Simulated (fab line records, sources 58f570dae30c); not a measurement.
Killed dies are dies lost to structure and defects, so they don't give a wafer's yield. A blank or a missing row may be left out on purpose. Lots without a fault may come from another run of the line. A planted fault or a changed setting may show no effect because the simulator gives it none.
Chamber matching | flow berkeley_cmos170 | UCB170_ZERO_ETCH_06 on rie_diel-03: 4 sister chambers
The step etches SiO2 in CHF3/CF4/Ar, time 12 s. 4 wafers are shown with their chamber, then 11 later ones without.

WAFERS WITH THEIR CHAMBER
wafer  | chamber | drypump_motor_current_A (A)
L082.6 | 3       | 4.9
L085.5 | 2       | 6.6
L086.6 | 1       | 4.9
L087.3 | 0       | 6.3

WAFERS WITHOUT THEIR CHAMBER
wafer  | drypump_motor_current_A (A)
L087.4 | 6.6
L087.6 | 6.3
L091.3 | 6.6
L091.4 | 4.9
L091.5 | 6.3
L093.1 | 6.3
L093.3 | 4.9
L093.5 | 6.3
L095.1 | 6.3
L095.5 | 6.6
L095.6 | 5.0

WHICH CHAMBER EACH WENT THROUGH
wafer  | from the rows above     | in truth
L087.4 | 2                       | 2
L087.6 | 0                       | 0
L091.3 | 2                       | 2
L091.4 | can't be placed: 1 or 3 | 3
L091.5 | 0                       | 0
L093.1 | 0                       | 0
L093.3 | can't be placed: 1 or 3 | 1
L093.5 | 0                       | 0
L095.1 | 0                       | 0
L095.5 | 2                       | 2
L095.6 | can't be placed: 1 or 3 | 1
Placed correctly: 8 of 11. Can't be placed from these rows: 3 (the true chamber is among the candidates in 3). Placed wrongly: 0.
How it was worked out, from the rows above alone: a wafer's distance from a chamber is the root of the sum, over the readings, of the square of ((its reading less the chamber's mean) divided by the reading's scatter). The wafer belongs to the nearest chamber; if the next one is less than 2 further off, it can't be placed. A chamber's mean is the mean of its shown wafers. The scatter: with one shown wafer a chamber, the root of the mean of the squares of how far each hidden wafer lies from its nearest shown one.
